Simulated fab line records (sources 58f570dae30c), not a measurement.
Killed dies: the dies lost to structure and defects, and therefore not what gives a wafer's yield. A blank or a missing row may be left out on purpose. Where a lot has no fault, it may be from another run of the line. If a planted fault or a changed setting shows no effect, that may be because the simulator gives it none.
Which of the tools did it? + flow berkeley-cmos170 + Sampling: 7 lots, 21 wafers, 3 of 331 route steps

== WHAT THE GAUGES READ, wafer by wafer ==
UCB170_M3_CD_MEAS_90 targets a cd of 700 nm.
| lot  | measured     | on        | cd-nm (nm)        |
|------|--------------|-----------|-------------------|
| L539 | day 8 08:10  | cd-sem-02 | 701.4 701.9 704.0 |
| L541 | day 8 08:30  | cd-sem-01 | 696.9 699.6 701.2 |
| L550 | day 10 02:13 | cd-sem-02 | 675.3 673.4 673.7 |
| L553 | day 10 13:25 | cd-sem-02 | 704.1 702.6 702.1 |
| L555 | day 11 03:23 | cd-sem-01 | 699.3 697.5 697.4 |
| L559 | day 11 18:06 | cd-sem-02 | 700.9 699.6 703.2 |
| L562 | day 13 04:29 | cd-sem-02 | 699.5 699.0 699.0 |

== EACH LOT AND THE TOOL THAT RAN IT (in order: tool; ch and the chambers of the sampled wafers; start) ==
| lot  | UCB170_M3_METAL_ETCH_18           | UCB170_M3_STRIP_19                   |
|------|-----------------------------------|--------------------------------------|
| L539 | rie-metal-02 ch 0,1, day 8 07:51  | plasma-asher-01 ch 0,1, day 8 08:02  |
| L541 | rie-metal-01 ch 0,1, day 8 08:08  | plasma-asher-01 ch 0,1, day 8 08:19  |
| L550 | rie-metal-01 ch 0,1, day 10 01:54 | plasma-asher-02 ch 0,1, day 10 02:05 |
| L553 | rie-metal-04 ch 0,1, day 10 13:08 | plasma-asher-04 ch 0,1, day 10 13:18 |
| L555 | rie-metal-04 ch 0,1, day 11 03:05 | plasma-asher-04 ch 0,1, day 11 03:16 |
| L559 | rie-metal-02 ch 1, day 11 17:47   | plasma-asher-01 ch 0,1, day 11 17:59 |
| L562 | rie-metal-02 ch 0,1, day 13 04:13 | plasma-asher-01 ch 0,1, day 13 04:23 |
- UCB170_M3_METAL_ETCH_18: etches Al in Cl2/BCl3, stops on SiO2, target depth 1170 nm, time 195 s.
- UCB170_M3_STRIP_19: strips in O2.

== THE ANSWER, worked out from the rows above alone ==
Rule: what is usual is taken from the lots themselves. The widest of any qualifying gaps counts: lots, ordered by their means at a reading, are off when they make up no more than a third of the lots, leave a main group of 4 or more, and stand apart from it by 3 or more times the standard deviation of that group's means. If all means in a main group match to the digits the tables above print for the reading, that group is not used. Also off: a lot with no number at a reading for which 4 or more lots have one. All remaining lots with rows at the step are treated as sound.
Off: L550, at UCB170_M3_CD_MEAS_90 (cd-nm). The main group: mean 700.5 nm, standard deviation 1.8.
If a tool, at a process step before that reading, ran all the lots that are off and no sound lot after the first of them, it fits. Gauges at UCB170_M3_CD_MEAS_90: tried the same way as those tools. Undecided on this evidence; 2 tools fit (rie-metal-01 at UCB170_M3_METAL_ETCH_18, plasma-asher-02 at UCB170_M3_STRIP_19).

== WHAT WAS PUT IN BY THE SIMULATOR ==
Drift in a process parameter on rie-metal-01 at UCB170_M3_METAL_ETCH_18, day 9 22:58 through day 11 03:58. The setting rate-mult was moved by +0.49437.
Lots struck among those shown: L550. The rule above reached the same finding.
